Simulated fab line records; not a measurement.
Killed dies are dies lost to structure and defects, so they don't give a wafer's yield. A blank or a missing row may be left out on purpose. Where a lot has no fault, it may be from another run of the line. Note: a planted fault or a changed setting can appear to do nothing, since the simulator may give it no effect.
fab line records || flow ritCmos
[record] {"lots": 6, "wafers": 18, "lastDay": 7}
route steps=202 shown SPACER@130 NSD@131 PSD@142 M1@202
lots untouched by any fault: they come from a run of this same line in which no faults occurred
startH: start of the lot's first displayed wafer, in hours after the record's first day || waitH: hours since the lot's step before || " same as the row above || L1.1+2: a single row standing in for several wafers || - value missing, or start not given || * or withheld: withheld || < > ~ a bound
route shown NAME@n: names a module that has steps shown in the file, with the first one's number in the route || usual: mean/standard deviation taken from wafers without a fault || same: alike in all rows || chamber/n: place in a boat || sites: readings site by site || _std_site: how widely they spread, as a standard deviation || _edge_site: inner sites' mean taken away from outer sites' mean || radiusMm: how far each site lies from the wafer's centre || mask NAME#n: copy n || behind: the last tool/chamber to shape the wafer || hold: the reason the lot was held/the length of the hold in hours/how it ended || device: whichever transistor did not switch (one of n, p or np) || end of line: tests run on the same wafers once the route is complete || a step without rows: its recipe alone || killed: dies that structure and defects cost at the first sort, which is not the same as the wafer's yield || map: a wafer's dies, marking killed ones x, the rest . and places with no die _
set.NAME: setting as actually run; set.NAME@STEP: the setting as run at that earlier step || model.NAME: the simulator's own value behind a step, which no gauge read
lots seen at some steps along the route; tables by step, rows by wafer
services: the hour from which a tool's chamber was out of use, counted from the record's first day as startH (under 0 if before that day), plus the number of hours and why
[[steps]]
[step RIT_SPACER_ETCHBACK_05]
[recipe] {"targetDepthA": 2500, "SF6_flow_sccm": 30, "CHF3_flow_sccm": 30, "target": "Si3N4", "chemistry": "SF6/CHF3", "pressureMtorr": 40, "rfW": 250, "timeS": 240, "stopOn": "SiO2"}
[usual] {"CHF3_flow_sccm": "30.00/0.091", "drypumpMotorCurrentA": "5.5/0.38", "oesProductAu": "0.842/0.013", "throttleValvePct": "10.25/0.13"}
{"lot.wafer": "L931.1", "tool": "rieDiel-04", "chamber": 1, "startH": 81.87, "waitH": 0.1, "CHF3_flow_sccm": 29.94, "drypumpMotorCurrentA": 5.6, "oesProductAu": 0.837, "rfHoursCounterH": 100, "throttleValvePct": 10.33}
{"lot.wafer": "L931.2", "tool": "rieDiel-04", "chamber": 0, "startH": 81.87, "waitH": 0.1, "CHF3_flow_sccm": 29.92, "drypumpMotorCurrentA": 4.8, "oesProductAu": 0.853, "rfHoursCounterH": 21, "throttleValvePct": 10.24}
{"lot.wafer": "L931.5", "tool": "rieDiel-04", "chamber": 2, "startH": 81.87, "waitH": 0.1, "CHF3_flow_sccm": 29.88, "drypumpMotorCurrentA": 5.7, "oesProductAu": 0.834, "rfHoursCounterH": "-", "throttleValvePct": 10.24}
{"lot.wafer": "L934.1", "tool": "rieDiel-01", "chamber": 3, "startH": 99.88, "waitH": 0.1, "CHF3_flow_sccm": 30.08, "drypumpMotorCurrentA": 5.3, "oesProductAu": 0.818, "rfHoursCounterH": 151, "throttleValvePct": 10.15}
{"lot.wafer": "L934.2", "tool": "rieDiel-01", "chamber": 2, "startH": 99.88, "waitH": 0.1, "CHF3_flow_sccm": 29.91, "drypumpMotorCurrentA": 5.6, "oesProductAu": 0.845, "rfHoursCounterH": 14, "throttleValvePct": 10.38}
{"lot.wafer": "L934.6", "tool": "rieDiel-01", "chamber": 2, "startH": 99.88, "waitH": 0.1, "CHF3_flow_sccm": 29.90, "drypumpMotorCurrentA": 5.6, "oesProductAu": 0.840, "rfHoursCounterH": "-", "throttleValvePct": 10.38}
{"lot.wafer": "L943.2", "tool": "rieDiel-01", "chamber": 3, "startH": 141.42, "waitH": 0.0, "CHF3_flow_sccm": 30.01, "drypumpMotorCurrentA": 5.2, "oesProductAu": 0.835, "rfHoursCounterH": 152, "throttleValvePct": 10.17}
{"lot.wafer": "L943.4", "tool": "rieDiel-01", "chamber": 1, "startH": 141.42, "waitH": 0.0, "CHF3_flow_sccm": 29.97, "drypumpMotorCurrentA": 4.8, "oesProductAu": 0.863, "rfHoursCounterH": "-", "throttleValvePct": 10.04}
{"lot.wafer": "L943.5", "tool": "rieDiel-01", "chamber": 2, "startH": 141.42, "waitH": 0.0, "CHF3_flow_sccm": 30.03, "drypumpMotorCurrentA": 5.6, "oesProductAu": 0.855, "rfHoursCounterH": "-", "throttleValvePct": 10.37}
{"lot.wafer": "L944.1", "tool": "rieDiel-03", "chamber": 0, "startH": 146.75, "waitH": 0.1, "CHF3_flow_sccm": 30.00, "drypumpMotorCurrentA": 5.9, "oesProductAu": 0.827, "rfHoursCounterH": 5, "throttleValvePct": 10.36}
{"lot.wafer": "L944.3", "tool": "rieDiel-03", "chamber": 1, "startH": 146.75, "waitH": 0.1, "CHF3_flow_sccm": 30.14, "drypumpMotorCurrentA": 5.9, "oesProductAu": 0.846, "rfHoursCounterH": 4, "throttleValvePct": 10.43}
{"lot.wafer": "L944.4", "tool": "rieDiel-03", "chamber": 3, "startH": 146.75, "waitH": 0.1, "CHF3_flow_sccm": 29.91, "drypumpMotorCurrentA": 6.0, "oesProductAu": 0.826, "rfHoursCounterH": 129, "throttleValvePct": 10.34}
{"lot.wafer": "L945.1", "tool": "rieDiel-01", "chamber": 0, "startH": 153.15, "waitH": 0.1, "CHF3_flow_sccm": 29.92, "drypumpMotorCurrentA": 5.7, "oesProductAu": 0.823, "rfHoursCounterH": 0, "throttleValvePct": 10.17}
{"lot.wafer": "L945.2", "tool": "rieDiel-01", "chamber": 2, "startH": 153.15, "waitH": 0.1, "CHF3_flow_sccm": 29.96, "drypumpMotorCurrentA": 5.6, "oesProductAu": 0.867, "rfHoursCounterH": 14, "throttleValvePct": 10.38}
{"lot.wafer": "L945.5", "tool": "rieDiel-01", "chamber": 1, "startH": 153.15, "waitH": 0.1, "CHF3_flow_sccm": 30.04, "drypumpMotorCurrentA": 4.8, "oesProductAu": 0.875, "rfHoursCounterH": "-", "throttleValvePct": 10.02}
{"lot.wafer": "L946.2", "tool": "rieDiel-03", "chamber": 0, "startH": 157.78, "waitH": 0.0, "CHF3_flow_sccm": 30.06, "drypumpMotorCurrentA": 5.9, "oesProductAu": 0.828, "rfHoursCounterH": 5, "throttleValvePct": 10.37}
{"lot.wafer": "L946.3", "tool": "rieDiel-03", "chamber": 2, "startH": 157.78, "waitH": 0.0, "CHF3_flow_sccm": 29.98, "drypumpMotorCurrentA": 5.4, "oesProductAu": 0.855, "rfHoursCounterH": 127, "throttleValvePct": 10.23}
{"lot.wafer": "L946.5", "tool": "rieDiel-03", "chamber": 3, "startH": 157.78, "waitH": 0.0, "CHF3_flow_sccm": 30.07, "drypumpMotorCurrentA": 6.0, "oesProductAu": 0.849, "rfHoursCounterH": "-", "throttleValvePct": 10.36}
[step RIT_NSD_HMDS_00]
[recipe] {"primeTimeS": 60, "primeTempC": 140}
[step RIT_NSD_COAT_01]
[recipe] {"resist": "NOVOLAK", "spinRpm": 3292, "resistThkNm": 1000}
[step RIT_NSD_SOFTBAKE_02]
[recipe] {"resist": "NOVOLAK", "tempC": 90, "timeS": 60}
[step RIT_NSD_EXPOSE_03]
[recipe] {"maskId": "M9", "na": 0.57, "targetCdNm": 40700, "doseMj": 250}
[step RIT_NSD_PEB_04]
[recipe] {"resist": "NOVOLAK", "tempC": "withheld", "timeS": "withheld"}
[step RIT_NSD_DEVELOP_05]
[recipe] {"resist": "NOVOLAK", "developTimeS": 50, "devTempC": 23}
[step RIT_NSD_OVL_MEAS_06]
[usual] {"NSD_OVL": "-1.5/1.4"}
{"lot.wafer": "L931.1", "tool": "overlay-02", "chamber": "-", "startH": 82.98, "waitH": "-", "NSD_OVL[nm]": -3.1}
{"lot.wafer": "L931.2", "tool": "overlay-02", "chamber": "-", "startH": 82.98, "waitH": "-", "NSD_OVL[nm]": -2.0}
{"lot.wafer": "L931.5", "tool": "overlay-02", "chamber": "-", "startH": 82.98, "waitH": "-", "NSD_OVL[nm]": -1.5}
{"lot.wafer": "L934.1", "tool": "overlay-02", "chamber": "-", "startH": 100.88, "waitH": "-", "NSD_OVL[nm]": -0.7}
{"lot.wafer": "L934.2", "tool": "overlay-02", "chamber": "-", "startH": 100.88, "waitH": "-", "NSD_OVL[nm]": -2.2}
{"lot.wafer": "L934.6", "tool": "overlay-02", "chamber": "-", "startH": 100.88, "waitH": "-", "NSD_OVL[nm]": -2.8}
{"lot.wafer": "L943.2", "tool": "overlay-02", "chamber": "-", "startH": 142.55, "waitH": "-", "NSD_OVL[nm]": -1.9}
{"lot.wafer": "L943.4", "tool": "overlay-02", "chamber": "-", "startH": 142.55, "waitH": "-", "NSD_OVL[nm]": -0.8}
{"lot.wafer": "L943.5", "tool": "overlay-02", "chamber": "-", "startH": 142.55, "waitH": "-", "NSD_OVL[nm]": -0.3}
{"lot.wafer": "L944.1", "tool": "overlay-02", "chamber": "-", "startH": 147.87, "waitH": "-", "NSD_OVL[nm]": -4.6}
{"lot.wafer": "L944.3", "tool": "overlay-02", "chamber": "-", "startH": 147.87, "waitH": "-", "NSD_OVL[nm]": -2.1}
{"lot.wafer": "L944.4", "tool": "overlay-02", "chamber": "-", "startH": 147.87, "waitH": "-", "NSD_OVL[nm]": -1.8}
{"lot.wafer": "L945.1", "tool": "overlay-01", "chamber": "-", "startH": 154.28, "waitH": "-", "NSD_OVL[nm]": -1.9}
{"lot.wafer": "L945.2", "tool": "overlay-01", "chamber": "-", "startH": 154.28, "waitH": "-", "NSD_OVL[nm]": 0.5}
{"lot.wafer": "L945.5", "tool": "overlay-01", "chamber": "-", "startH": 154.28, "waitH": "-", "NSD_OVL[nm]": -1.2}
{"lot.wafer": "L946.2", "tool": "overlay-02", "chamber": "-", "startH": 158.91, "waitH": "-", "NSD_OVL[nm]": 0.4}
{"lot.wafer": "L946.3", "tool": "overlay-02", "chamber": "-", "startH": 158.91, "waitH": "-", "NSD_OVL[nm]": -1.4}
{"lot.wafer": "L946.5", "tool": "overlay-02", "chamber": "-", "startH": 158.91, "waitH": "-", "NSD_OVL[nm]": -1.7}
[step RIT_NSD_HARDBAKE_07]
[recipe] {"resist": "NOVOLAK", "tempC": 140.4, "timeS": 60}
[step RIT_NSD_IMPLANT_08]
[recipe] {"species": "P", "energyKev": 25, "doseCm2": 1e+15, "tiltDeg": 7}
[step RIT_NSD_STRIP_09]
[recipe] {"chemistry": "O2", "timeS": 180, "resist": "NOVOLAK", "platenTempC": "withheld", "powerW": 500, "pressureMtorr": 4000, "o2FlowSccm": 4000}
[usual] {"drypumpMotorCurrentA": "5.8/0.62"}
{"lot.wafer": "L931.1", "tool": "plasmaAsher-03", "chamber": 1, "startH": 83.53, "waitH": 0.1, "drypumpMotorCurrentA": 6.3, "rfHoursCounterH": 42}
{"lot.wafer": "L931.2", "tool": "plasmaAsher-03", "chamber": 0, "startH": 83.53, "waitH": 0.1, "drypumpMotorCurrentA": 4.9, "rfHoursCounterH": 42}
{"lot.wafer": "L931.5", "tool": "plasmaAsher-03", "chamber": 0, "startH": 83.53, "waitH": 0.1, "drypumpMotorCurrentA": 4.9, "rfHoursCounterH": "-"}
{"lot.wafer": "L934.1", "tool": "plasmaAsher-03", "chamber": 1, "startH": 101.22, "waitH": 0.1, "drypumpMotorCurrentA": 6.2, "rfHoursCounterH": 43}
{"lot.wafer": "L934.2", "tool": "plasmaAsher-03", "chamber": 0, "startH": 101.22, "waitH": 0.1, "drypumpMotorCurrentA": 4.9, "rfHoursCounterH": 43}
{"lot.wafer": "L934.6", "tool": "plasmaAsher-03", "chamber": 0, "startH": 101.22, "waitH": 0.1, "drypumpMotorCurrentA": 4.9, "rfHoursCounterH": "-"}
{"lot.wafer": "L943.2", "tool": "plasmaAsher-04", "chamber": 0, "startH": 142.88, "waitH": 0.1, "drypumpMotorCurrentA": 5.7, "rfHoursCounterH": 36}
{"lot.wafer": "L943.4", "tool": "plasmaAsher-04", "chamber": 0, "startH": 142.88, "waitH": 0.1, "drypumpMotorCurrentA": 5.7, "rfHoursCounterH": "-"}
{"lot.wafer": "L943.5", "tool": "plasmaAsher-04", "chamber": 0, "startH": 142.88, "waitH": 0.1, "drypumpMotorCurrentA": 5.7, "rfHoursCounterH": "-"}
{"lot.wafer": "L944.1", "tool": "plasmaAsher-01", "chamber": 1, "startH": 148.21, "waitH": 0.1, "drypumpMotorCurrentA": 5.9, "rfHoursCounterH": 3}
{"lot.wafer": "L944.3", "tool": "plasmaAsher-01", "chamber": 1, "startH": 148.21, "waitH": 0.1, "drypumpMotorCurrentA": 5.9, "rfHoursCounterH": "-"}
{"lot.wafer": "L944.4", "tool": "plasmaAsher-01", "chamber": 0, "startH": 148.21, "waitH": 0.1, "drypumpMotorCurrentA": 6.6, "rfHoursCounterH": "-"}
{"lot.wafer": "L945.1", "tool": "plasmaAsher-01", "chamber": 0, "startH": 154.61, "waitH": 0.1, "drypumpMotorCurrentA": 6.6, "rfHoursCounterH": 4}
{"lot.wafer": "L945.2", "tool": "plasmaAsher-01", "chamber": 1, "startH": 154.61, "waitH": 0.1, "drypumpMotorCurrentA": 5.9, "rfHoursCounterH": 4}
{"lot.wafer": "L945.5", "tool": "plasmaAsher-01", "chamber": 1, "startH": 154.61, "waitH": 0.1, "drypumpMotorCurrentA": 5.9, "rfHoursCounterH": "-"}
{"lot.wafer": "L946.2", "tool": "plasmaAsher-04", "chamber": 0, "startH": 159.24, "waitH": 0.1, "drypumpMotorCurrentA": 5.7, "rfHoursCounterH": 38}
{"lot.wafer": "L946.3", "tool": "plasmaAsher-04", "chamber": 0, "startH": 159.24, "waitH": 0.1, "drypumpMotorCurrentA": 5.7, "rfHoursCounterH": "-"}
{"lot.wafer": "L946.5", "tool": "plasmaAsher-04", "chamber": 0, "startH": 159.24, "waitH": 0.1, "drypumpMotorCurrentA": 5.7, "rfHoursCounterH": "-"}
[step RIT_NSD_TW_MEAS_10]
[usual] {"NSD_TW": "3088/16"}
{"lot.wafer": "L931.1", "tool": "filmMetro-01", "chamber": "-", "startH": 83.71, "waitH": 0.1, "NSD_TW": 3090}
{"lot.wafer": "L931.2", "tool": "filmMetro-01", "chamber": "-", "startH": 83.71, "waitH": 0.1, "NSD_TW": 3103}
{"lot.wafer": "L931.5", "tool": "filmMetro-01", "chamber": "-", "startH": 83.71, "waitH": 0.1, "NSD_TW": 3095}
{"lot.wafer": "L934.1", "tool": "filmMetro-02", "chamber": "-", "startH": 101.39, "waitH": 0.1, "NSD_TW": 3086}
{"lot.wafer": "L934.2", "tool": "filmMetro-02", "chamber": "-", "startH": 101.39, "waitH": 0.1, "NSD_TW": 3093}
{"lot.wafer": "L934.6", "tool": "filmMetro-02", "chamber": "-", "startH": 101.39, "waitH": 0.1, "NSD_TW": 3071}
{"lot.wafer": "L943.2", "tool": "filmMetro-02", "chamber": "-", "startH": 143.07, "waitH": 0.1, "NSD_TW": 3078}
{"lot.wafer": "L943.4", "tool": "filmMetro-02", "chamber": "-", "startH": 143.07, "waitH": 0.1, "NSD_TW": 3061}
{"lot.wafer": "L943.5", "tool": "filmMetro-02", "chamber": "-", "startH": 143.07, "waitH": 0.1, "NSD_TW": 3071}
{"lot.wafer": "L944.1", "tool": "filmMetro-02", "chamber": "-", "startH": 148.38, "waitH": 0.1, "NSD_TW": 3073}
{"lot.wafer": "L944.3", "tool": "filmMetro-02", "chamber": "-", "startH": 148.38, "waitH": 0.1, "NSD_TW": 3049}
{"lot.wafer": "L944.4", "tool": "filmMetro-02", "chamber": "-", "startH": 148.38, "waitH": 0.1, "NSD_TW": 3059}
{"lot.wafer": "L945.1", "tool": "filmMetro-01", "chamber": "-", "startH": 154.79, "waitH": 0.1, "NSD_TW": 3097}
{"lot.wafer": "L945.2", "tool": "filmMetro-01", "chamber": "-", "startH": 154.79, "waitH": 0.1, "NSD_TW": 3110}
{"lot.wafer": "L945.5", "tool": "filmMetro-01", "chamber": "-", "startH": 154.79, "waitH": 0.1, "NSD_TW": 3098}
{"lot.wafer": "L946.2", "tool": "filmMetro-04", "chamber": "-", "startH": 159.42, "waitH": 0.1, "NSD_TW": 3115}
{"lot.wafer": "L946.3", "tool": "filmMetro-04", "chamber": "-", "startH": 159.42, "waitH": 0.1, "NSD_TW": 3130}
{"lot.wafer": "L946.5", "tool": "filmMetro-04", "chamber": "-", "startH": 159.42, "waitH": 0.1, "NSD_TW": 3127}
[step RIT_PSD_HMDS_00]
[recipe] {"primeTimeS": 60, "primeTempC": 140}
[usual] {"primeTempC": "140.01/0.14"}
{"lot.wafer": "L931.1", "tool": "lithoTrack-03", "chamber": 0, "startH": 83.77, "waitH": 0.1, "primeTempC": 139.78}
{"lot.wafer": "L931.2", "tool": "lithoTrack-03", "chamber": 0, "startH": 83.77, "waitH": 0.1, "primeTempC": 139.74}
{"lot.wafer": "L931.5", "tool": "lithoTrack-03", "chamber": 0, "startH": 83.77, "waitH": 0.1, "primeTempC": 139.98}
{"lot.wafer": "L934.1", "tool": "lithoTrack-04", "chamber": 0, "startH": 101.45, "waitH": 0.1, "primeTempC": 140.02}
{"lot.wafer": "L934.2", "tool": "lithoTrack-04", "chamber": 0, "startH": 101.45, "waitH": 0.1, "primeTempC": 140.16}
{"lot.wafer": "L934.6", "tool": "lithoTrack-04", "chamber": 0, "startH": 101.45, "waitH": 0.1, "primeTempC": 140.24}
{"lot.wafer": "L943.2", "tool": "lithoTrack-04", "chamber": 0, "startH": 143.14, "waitH": 0.1, "primeTempC": 138.99}
{"lot.wafer": "L943.4", "tool": "lithoTrack-04", "chamber": 0, "startH": 143.14, "waitH": 0.1, "primeTempC": 138.98}
{"lot.wafer": "L943.5", "tool": "lithoTrack-04", "chamber": 0, "startH": 143.14, "waitH": 0.1, "primeTempC": 138.90}
{"lot.wafer": "L944.1", "tool": "lithoTrack-04", "chamber": 0, "startH": 148.44, "waitH": 0.1, "primeTempC": 138.93}
{"lot.wafer": "L944.3", "tool": "lithoTrack-04", "chamber": 0, "startH": 148.44, "waitH": 0.1, "primeTempC": 138.80}
{"lot.wafer": "L944.4", "tool": "lithoTrack-04", "chamber": 0, "startH": 148.44, "waitH": 0.1, "primeTempC": 138.88}
{"lot.wafer": "L945.1", "tool": "lithoTrack-03", "chamber": 0, "startH": 154.85, "waitH": 0.1, "primeTempC": 140.11}
{"lot.wafer": "L945.2", "tool": "lithoTrack-03", "chamber": 0, "startH": 154.85, "waitH": 0.1, "primeTempC": 140.03}
{"lot.wafer": "L945.5", "tool": "lithoTrack-03", "chamber": 0, "startH": 154.85, "waitH": 0.1, "primeTempC": 140.21}
{"lot.wafer": "L946.2", "tool": "lithoTrack-03", "chamber": 0, "startH": 159.50, "waitH": 0.1, "primeTempC": 140.05}
{"lot.wafer": "L946.3", "tool": "lithoTrack-03", "chamber": 0, "startH": 159.50, "waitH": 0.1, "primeTempC": 139.94}
{"lot.wafer": "L946.5", "tool": "lithoTrack-03", "chamber": 0, "startH": 159.50, "waitH": 0.1, "primeTempC": 139.93}
[step RIT_PSD_COAT_01]
[recipe] {"resist": "NOVOLAK", "spinRpm": 3250, "resistThkNm": 1000}
[step RIT_M1_PROBE_99]
[usual] {"killed_at_M0_to_M3": "0.0/0.2", "killedAtContacts": "0.2/0.38", "killedAtFrontEnd": "6.7/3", "killedDies": "6.9/3", "killedOpen": "3.5/1.9", "killedShort": "3.3/2"}
[same] {"grossDies": 264, "killed_at_M4_up": 0, "killedAtBackSide": 0, "killedAtOther": 0}
{"lot.wafer": "L931.1", "tool": "prober-02", "chamber": "-", "startH": 93.89, "waitH": 0.1, "killed_at_M0_to_M3": 1, "killedAtContacts": 0, "killedAtFrontEnd": 8, "killedDies": 9, "killedOpen": 3, "killedShort": 5}
{"lot.wafer": "L931.2", "tool": "prober-02", "chamber": "-", "startH": 93.94, "waitH": 0.1, "killed_at_M0_to_M3": 1, "killedAtContacts": 0, "killedAtFrontEnd": 9, "killedDies": 10, "killedOpen": 5, "killedShort": 4}
{"lot.wafer": "L931.5", "tool": "prober-02", "chamber": "-", "startH": 94.09, "waitH": 0.2, "killed_at_M0_to_M3": 1, "killedAtContacts": 0, "killedAtFrontEnd": 6, "killedDies": 7, "killedOpen": 4, "killedShort": 2}
{"lot.wafer": "L934.1", "tool": "prober-01", "chamber": "-", "startH": 111.24, "waitH": 0.1, "killed_at_M0_to_M3": 0, "killedAtContacts": 0, "killedAtFrontEnd": 13, "killedDies": 13, "killedOpen": 5, "killedShort": 8}
{"lot.wafer": "L934.2", "tool": "prober-01", "chamber": "-", "startH": 111.29, "waitH": 0.1, "killed_at_M0_to_M3": 0, "killedAtContacts": 0, "killedAtFrontEnd": 5, "killedDies": 5, "killedOpen": 3, "killedShort": 2}
{"lot.wafer": "L934.6", "tool": "prober-01", "chamber": "-", "startH": 111.49, "waitH": 0.2, "killed_at_M0_to_M3": 0, "killedAtContacts": 0, "killedAtFrontEnd": 5, "killedDies": 5, "killedOpen": 4, "killedShort": 1}
{"lot.wafer": "L943.2", "tool": "prober-02", "chamber": "-", "startH": 152.62, "waitH": 0.1, "killed_at_M0_to_M3": 0, "killedAtContacts": 0, "killedAtFrontEnd": 4, "killedDies": 4, "killedOpen": 1, "killedShort": 3}
{"lot.wafer": "L943.4", "tool": "prober-02", "chamber": "-", "startH": 152.72, "waitH": 0.2, "killed_at_M0_to_M3": 0, "killedAtContacts": 0, "killedAtFrontEnd": 6, "killedDies": 6, "killedOpen": 3, "killedShort": 3}
{"lot.wafer": "L943.5", "tool": "prober-02", "chamber": "-", "startH": 152.77, "waitH": 0.2, "killed_at_M0_to_M3": 0, "killedAtContacts": 0, "killedAtFrontEnd": 4, "killedDies": 4, "killedOpen": 1, "killedShort": 3}
{"lot.wafer": "L944.1", "tool": "prober-01", "chamber": "-", "startH": 158.67, "waitH": 0.1, "killed_at_M0_to_M3": 0, "killedAtContacts": 0, "killedAtFrontEnd": 7, "killedDies": 7, "killedOpen": 4, "killedShort": 3}
{"lot.wafer": "L944.3", "tool": "prober-01", "chamber": "-", "startH": 158.77, "waitH": 0.2, "killed_at_M0_to_M3": 0, "killedAtContacts": 0, "killedAtFrontEnd": 6, "killedDies": 6, "killedOpen": 1, "killedShort": 5}
{"lot.wafer": "L944.4", "tool": "prober-01", "chamber": "-", "startH": 158.82, "waitH": 0.2, "killed_at_M0_to_M3": 0, "killedAtContacts": 0, "killedAtFrontEnd": 9, "killedDies": 9, "killedOpen": 6, "killedShort": 2}
{"lot.wafer": "L945.1", "tool": "prober-02", "chamber": "-", "startH": 164.88, "waitH": 0.1, "killed_at_M0_to_M3": 0, "killedAtContacts": 0, "killedAtFrontEnd": 6, "killedDies": 6, "killedOpen": 3, "killedShort": 3}
{"lot.wafer": "L945.2", "tool": "prober-02", "chamber": "-", "startH": 164.93, "waitH": 0.1, "killed_at_M0_to_M3": 0, "killedAtContacts": 0, "killedAtFrontEnd": 5, "killedDies": 5, "killedOpen": 3, "killedShort": 2}
{"lot.wafer": "L945.5", "tool": "prober-02", "chamber": "-", "startH": 165.08, "waitH": 0.2, "killed_at_M0_to_M3": 0, "killedAtContacts": 0, "killedAtFrontEnd": 2, "killedDies": 2, "killedOpen": 0, "killedShort": 2}
// killed by level:class
L931.1 GATE:geometricParticle:short=3 FOX2:geometricParticle:open=1 GATE:geometricParticle:open=1 REOX:geometricParticle:open=1 SPACER:geometricParticle:short=1 SILICIDE:geometricParticle:short=1 M1:coatMicrobubblePrinted=1
L931.2 SILICIDE:geometricParticle:short=3 GATE:geometricParticle:open=2 SPACER:geometricParticle:open=2 REOX:geometricParticle:short=1 SILICIDE:geometricParticle:open=1 M1:coatMicrobubblePrinted=1
L931.5 FOX2:geometricParticle:open=1 GATE:geometricParticle:short=1 GATE:geometricParticle:open=1 SPACER:geometricParticle:open=1 SILICIDE:geometricParticle:short=1 SILICIDE:geometricParticle:open=1 M1:coatMicrobubblePrinted=1
L934.1 SILICIDE:geometricParticle:short=4 FOX2:geometricParticle:open=2 GATE:geometricParticle:short=2 FOX1:geometricParticle:open=1 FOX1:geometricParticle:short=1 GATE:geometricParticle:open=1 SPACER:geometricParticle:short=1 SILICIDE:geometricParticle:open=1
L934.2 FOX1:geometricParticle:open=1 GATE:geometricParticle:short=1 SPACER:geometricParticle:open=1 SPACER:geometricParticle:short=1 SILICIDE:geometricParticle:open=1
L934.6 REOX:geometricParticle:open=2 SPACER:geometricParticle:open=1 SILICIDE:geometricParticle:short=1 SILICIDE:geometricParticle:open=1
L943.2 FOX2:geometricParticle:short=2 FOX2:geometricParticle:open=1 SPACER:geometricParticle:short=1
L943.4 GATE:geometricParticle:short=3 GATE:geometricParticle:open=2 SILICIDE:geometricParticle:open=1
L943.5 GATE:geometricParticle:short=2 SILICIDE:geometricParticle:short=1 SILICIDE:geometricParticle:open=1
L944.1 REOX:geometricParticle:short=2 ACTIVE:geometricParticle:short=1 FOX1:geometricParticle:open=1 FOX2:geometricParticle:open=1 GATE:geometricParticle:open=1 REOX:geometricParticle:open=1
L944.3 GATE:geometricParticle:short=2 REOX:geometricParticle:short=2 FOX1:geometricParticle:open=1 SPACER:geometricParticle:short=1
L944.4 SPACER:geometricParticle:open=2 FOX1:geometricParticle:open=1 GATE:geometricParticle:open=1 GATE:geometricParticle:short=1 REOX:geometricParticle:short=1 REOX:geometricParticle:open=1 SILICIDE:geometricParticle:open=1 GATE:areaDevelop=1
L945.1 REOX:geometricParticle:open=2 REOX:geometricParticle:short=2 GATE:geometricParticle:open=1 SPACER:geometricParticle:short=1
L945.2 SPACER:geometricParticle:open=2 FOX1:geometricParticle:open=1 FOX1:geometricParticle:short=1 SILICIDE:geometricParticle:short=1
L945.5 GATE:geometricParticle:short=1 SPACER:geometricParticle:short=1
[[services]]
{"tool": "rieDiel-01", "chamber": 2, "startH": 79.53, "hours": 13.4, "kind": "repair"}
{"tool": "rieDiel-01", "chamber": "-", "startH": 97.25, "hours": 0.4, "kind": "repair"}
{"tool": "rieDiel-04", "chamber": 3, "startH": 101.56, "hours": 2.8, "kind": "repair"}
{"tool": "plasmaAsher-01", "chamber": "-", "startH": 108.75, "hours": 9.0, "kind": "pm"}
{"tool": "plasmaAsher-01", "chamber": 0, "startH": 108.75, "hours": 9.0, "kind": "ventCycle"}
{"tool": "plasmaAsher-01", "chamber": 1, "startH": 108.75, "hours": 9.0, "kind": "ventCycle"}
{"tool": "plasmaAsher-01", "chamber": 0, "startH": 117.75, "hours": "-", "kind": "clean"}
{"tool": "plasmaAsher-01", "chamber": 1, "startH": 117.75, "hours": "-", "kind": "clean"}
{"tool": "rieDiel-01", "chamber": 0, "startH": 117.90, "hours": "-", "kind": "clean"}
{"tool": "rieDiel-01", "chamber": 0, "startH": 117.90, "hours": 27.2, "kind": "scheduledDown"}
{"tool": "rieDiel-01", "chamber": 0, "startH": 117.90, "hours": 27.2, "kind": "ventCycle"}
{"tool": "rieDiel-01", "chamber": "-", "startH": 124.09, "hours": 14.6, "kind": "pm"}
{"tool": "rieDiel-03", "chamber": 2, "startH": 124.61, "hours": 3.4, "kind": "repair"}
{"tool": "rieDiel-03", "chamber": "-", "startH": 131.40, "hours": 2.8, "kind": "pm"}
{"tool": "rieDiel-03", "chamber": 2, "startH": 134.94, "hours": 1.3, "kind": "repair"}
{"tool": "rieDiel-01", "chamber": 3, "startH": 147.81, "hours": "-", "kind": "clean"}
[[key]]
[firstSign] {"step": "RIT_PSD_HMDS_00", "reading": "primeTempC", "direction": "down", "sigmas": 8.1, "usual": "*", "struck": "*"}
effect none on later readings
metAt RIT_PSD_HMDS_00
struckWafers L943.2,L943.4,L943.5,L944.1,L944.3,L944.4
testerLeftOut L943,L944
onsetBetween 101.45 143.14
[fault] {"kind": "processParameterDrift", "tool": "lithoTrack-04", "chamber": "-", "onsetH": 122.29, "steps": "RIT_PSD_HMDS_00", "channel": "primeTempC", "offset": "*", "shape": "step", "endH": 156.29, "actsIn": "*", "stated": "*"}
// testerLeftOut: of these lots the tester's yield and bins aren't shown, on N5 and GAA mostly nor the transistor test; their killed dies are dies lost to structure and defects alone, not to doping, threshold or leakage, so they don't give the yield
